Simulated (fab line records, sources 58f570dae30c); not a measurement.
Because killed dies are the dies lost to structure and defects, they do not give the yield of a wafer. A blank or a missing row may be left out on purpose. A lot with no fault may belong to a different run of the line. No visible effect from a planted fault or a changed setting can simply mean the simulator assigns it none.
Which tool was responsible? -- flow berkeley_cmos170 -- 42 wafers from 14 lots sampled at 4 of the route's 331 steps

## WHAT EACH GAUGE READ, for each wafer
UCB170_CONTACT_OVL_MEAS_16. Usual: CONTACT_OVL typically reads 0 nm, with standard deviation 6.2.
lot,measured,on,CONTACT_OVL (nm),flag
L715,day 8 08:31,overlay-02,-2 1 -5,
L718,day 8 13:34,overlay-01,4 2 3,
L719,day 8 13:48,overlay-01,-2 6 -4,
L723,day 9 16:32,overlay-02,10 8 7,
L722,day 9 17:09,overlay-01,5 1 1,
L720,day 9 17:44,overlay-02,-6 -5 -4,
L724,day 9 18:20,overlay-01,-14 -8 -11,
L728,day 10 06:19,overlay-02,-4 -5 4,
L729,day 10 06:50,overlay-01,6 3 1,
L727,day 10 08:50,overlay-01,-4 0 1,
L726,day 10 09:01,overlay-01,4 2 5,
L732,day 11 00:24,overlay-01,11 4 12,
L735,day 11 13:20,overlay-01,7 8 3,
L737,day 12 06:06,overlay-01,-9 -4 -12,

UCB170_M1_THK_MEAS_02: measures by xrf. Usual: M1_AL_THK typically reads 611 nm, with standard deviation 8.6.
lot,measured,on,M1_AL_THK (nm),flag
L715,day 8 09:17,film_metro-01,626 620 624,
L718,day 8 14:20,film_metro-01,623 626 610,
L719,day 8 14:35,film_metro-02,603 620 621,
L723,day 9 17:29,film_metro-02,602 602 605,
L722,day 9 17:57,film_metro-01,609 605 605,
L720,day 9 18:32,film_metro-02,599 593 602,
L724,day 9 19:08,film_metro-02,619 612 601,
L728,day 10 07:07,film_metro-04,602 613 614,
L729,day 10 07:38,film_metro-01,621 619 618,
L727,day 10 09:37,film_metro-01,617 615 611,
L726,day 10 09:51,film_metro-02,608 609 604,
L732,day 11 01:34,film_metro-04,601 608 612,
L735,day 11 14:08,film_metro-01,618 627 620,
L737,day 12 06:53,film_metro-04,608 601 610,

UCB170_V2_BOW_MEAS_03. Usual: V2_BOW typically reads 37 um, with standard deviation 7.2.
lot,measured,on,V2_BOW (um),flag
L715,day 8 21:49,film_metro-04,37 40 26,
L718,day 9 09:13,film_metro-04,34 29 54,
L719,day 9 09:22,film_metro-02,37 41 35,
L723,day 10 08:19,film_metro-04,40 39 21,
L722,day 10 08:23,film_metro-03,34 35 42,
L720,day 10 09:07,film_metro-03,38 41 45,
L724,day 10 10:28,film_metro-04,41 53 42,
L728,day 10 22:37,film_metro-04,24 31 38,
L729,day 10 22:03,film_metro-03,52 37 37,
L727,day 11 00:35,film_metro-02,30 24 41,
L726,day 11 00:25,film_metro-03,37 52 34,
L732,day 11 14:10,film_metro-03,40 44 35,
L735,day 12 01:55,film_metro-02,37 36 34,
L737,day 12 16:15,film_metro-03,32 37 29,

## WHAT TOOL EACH LOT RAN ON (gives the tool, then ch and the chambers of the sampled wafers, and finally the start)
lot,UCB170_M2_METAL_ETCH_18
L715,"rie_metal-01 ch 0,1, day 8 20:50"
L718,"rie_metal-03 ch 0,1, day 9 08:17"
L719,"rie_metal-01 ch 0,1, day 9 08:23"
L723,"rie_metal-01 ch 0,1, day 10 07:22"
L722,"rie_metal-03 ch 0,1, day 10 07:27"
L720,"rie_metal-02 ch 0,1, day 10 08:13"
L724,"rie_metal-03 ch 0,1, day 10 09:32"
L728,"rie_metal-03 ch 0,1, day 10 21:43"
L729,"rie_metal-01 ch 0,1, day 10 21:07"
L727,"rie_metal-01 ch 0,1, day 10 23:38"
L726,"rie_metal-02 ch 0,1, day 10 23:28"
L732,"rie_metal-02 ch 0,1, day 11 13:08"
L735,"rie_metal-03 ch 0,1, day 12 01:00"
L737,"rie_metal-02 ch 0,1, day 12 15:16"
- UCB170_M2_METAL_ETCH_18: etches Al in Cl2/BCl3, stops on SiO2, target depth 1170 nm, time 195 s.

## AS READ BY THE TOOLS THEMSELVES (means over the sampled wafers that have a number; for cases with no such wafer, the mark the record gives instead)
UCB170_M2_METAL_ETCH_18. Usual: drypump_motor_current_A 5.8 A, standard deviation 0.42; oes_product_au 0.863 a.u., standard deviation 0.014; throttle_valve_pct 24.45 %, standard deviation 0.12.
lot,tool,drypump_motor_current_A (A),oes_product_au (a.u.),throttle_valve_pct (%),flag
L715,rie_metal-01,6.0,0.860,24.35,
L718,rie_metal-03,5.6,0.850,24.44,
L719,rie_metal-01,6.0,0.854,24.36,
L723,rie_metal-01,6.3,0.861,24.49,
L722,rie_metal-03,5.9,0.855,24.46,
L720,rie_metal-02,5.7,0.862,24.49,
L724,rie_metal-03,5.9,0.850,24.46,
L728,rie_metal-03,5.6,0.858,24.44,
L729,rie_metal-01,6.3,0.838,24.48,
L727,rie_metal-01,6.0,0.847,24.36,
L726,rie_metal-02,5.6,0.866,24.53,
L732,rie_metal-02,5.6,0.879,24.53,
L735,rie_metal-03,5.6,0.861,24.44,
L737,rie_metal-02,5.7,0.863,24.47,

## THE ANSWER, worked out from the rows above alone
Rule: a lot is off if the mean of its wafers that have a number lies more than 3 standard deviations from the usual mean. A lot without any number at a reading at which 4 lots or more have one is off too. All remaining lots with rows at the step are treated as sound. After the gauges, taken in route order, come the tools' own readings; for these a lot's mean is taken, as printed above. The first step at which some lot is off is used, and at that step the reading that is off furthest; a lot without a number counts as furthest.
Nothing can be told from this: no lot is off at any reading shown.

## WHAT THE SIMULATOR PUT IN
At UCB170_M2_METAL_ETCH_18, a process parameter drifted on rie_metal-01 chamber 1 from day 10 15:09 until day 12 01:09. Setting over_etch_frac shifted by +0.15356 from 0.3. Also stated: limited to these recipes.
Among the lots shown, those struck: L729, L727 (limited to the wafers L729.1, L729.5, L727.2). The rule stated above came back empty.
